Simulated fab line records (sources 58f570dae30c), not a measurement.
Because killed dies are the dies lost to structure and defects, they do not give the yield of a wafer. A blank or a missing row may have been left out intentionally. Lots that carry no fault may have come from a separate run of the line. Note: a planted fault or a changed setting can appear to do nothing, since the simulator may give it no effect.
2 desks looking at one fault -- flow berkeley cmos170 -- each desk has only its own numbers; what lay behind them comes last

## AT THE METROLOGY DESK
Means of the sampled wafers that have a number, per lot and without regard to the tool the lot ran on: this is what the gauges read. Marked OUT: a lot whose mean sits more than 4 standard deviations from the usual mean, which makes it out of limits; the brackets give that distance.
Columns: A = NSD_OVL at UCB170_NSD_OVL_MEAS_07, usual 2 nm; B = M1_OVL at UCB170_M1_OVL_MEAS_10, usual -4 nm
lot,first seen here,A,B
L794,day 6 16:18,-4,-6
L798,day 7 00:15,10,-4
L799,day 7 14:02,-0,1
L800,day 7 19:48,1,3
L805,day 8 17:36,0,-5
L804,day 8 18:01,0,-4
L802,day 8 18:11,4,-7
L806,day 9 12:58,2,-6
L808,day 9 16:41,9,3
L809,day 9 23:40,-1,-4
L810,day 10 08:29,1,-6
L811,day 10 21:54,3,-13
L816,day 11 21:06,1,1
L817,day 11 21:22,-3,3
Finding of this desk: none of the 14 lots has anything out of limits.

## FOR THE TOOL OWNER'S DESK: rie metal-01
The tool's own readings at UCB170_M3_METAL_ETCH_18 (etches Al in Cl2/BCl3, stops on SiO2, target depth 1170 nm, time 195 s): means of the sampled wafers that have a number, for each lot that ran on this tool. Marked OUT: a lot whose mean sits more than 4 standard deviations from the usual mean, which makes it out of limits; the brackets give that distance.
Columns: A = bcl3 flow sccm at UCB170_M3_METAL_ETCH_18, usual 44.98 sccm; B = bias w at UCB170_M3_METAL_ETCH_18, usual 120.0 W; C = drypump motor current A at UCB170_M3_METAL_ETCH_18, usual 5.9 A; D = oes product au at UCB170_M3_METAL_ETCH_18, usual 0.855 a.u.; E = throttle valve pct at UCB170_M3_METAL_ETCH_18, usual 24.39 %
lot,first seen here,A,B,C,D,E
L799,day 8 16:41,44.85,120.4,5.7,0.866,24.50
L805,day 9 20:49,45.01,119.7,5.6,0.851,24.50
L804,day 9 23:17,44.95,120.0,5.6,0.843,24.50
L809,day 11 03:52,44.93,106.0 (-37) OUT,5.6,0.853,24.49
L811,day 11 22:41,45.13,106.0 (-37) OUT,5.6,0.855,24.49
This desk finds L809, L811 out of limits, L809 being first, at day 11 03:52 (bias w at UCB170_M3_METAL_ETCH_18). L799, L805, L804: within limits.

## ALL TOGETHER
On L809, L811, at day 11 03:52, an alarm was possible from the tool owner's desk.
Nothing out of limits was seen by the metrology desk.
The metrology desk holds a record of L809, L811, inside its limits.
The lots listed all ran UCB170_M3_METAL_ETCH_18 on rie metal-01.

## WHAT THE SIMULATOR PUT IN
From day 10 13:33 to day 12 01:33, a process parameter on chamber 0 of rie metal-01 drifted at UCB170_M3_METAL_ETCH_18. The setting bias w was moved by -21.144, starting from 120. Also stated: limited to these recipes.
Shown lots that were struck: L809, L811.
Each desk's first reading out of limits, in hours after the fault started: the tool owner's desk, 14.
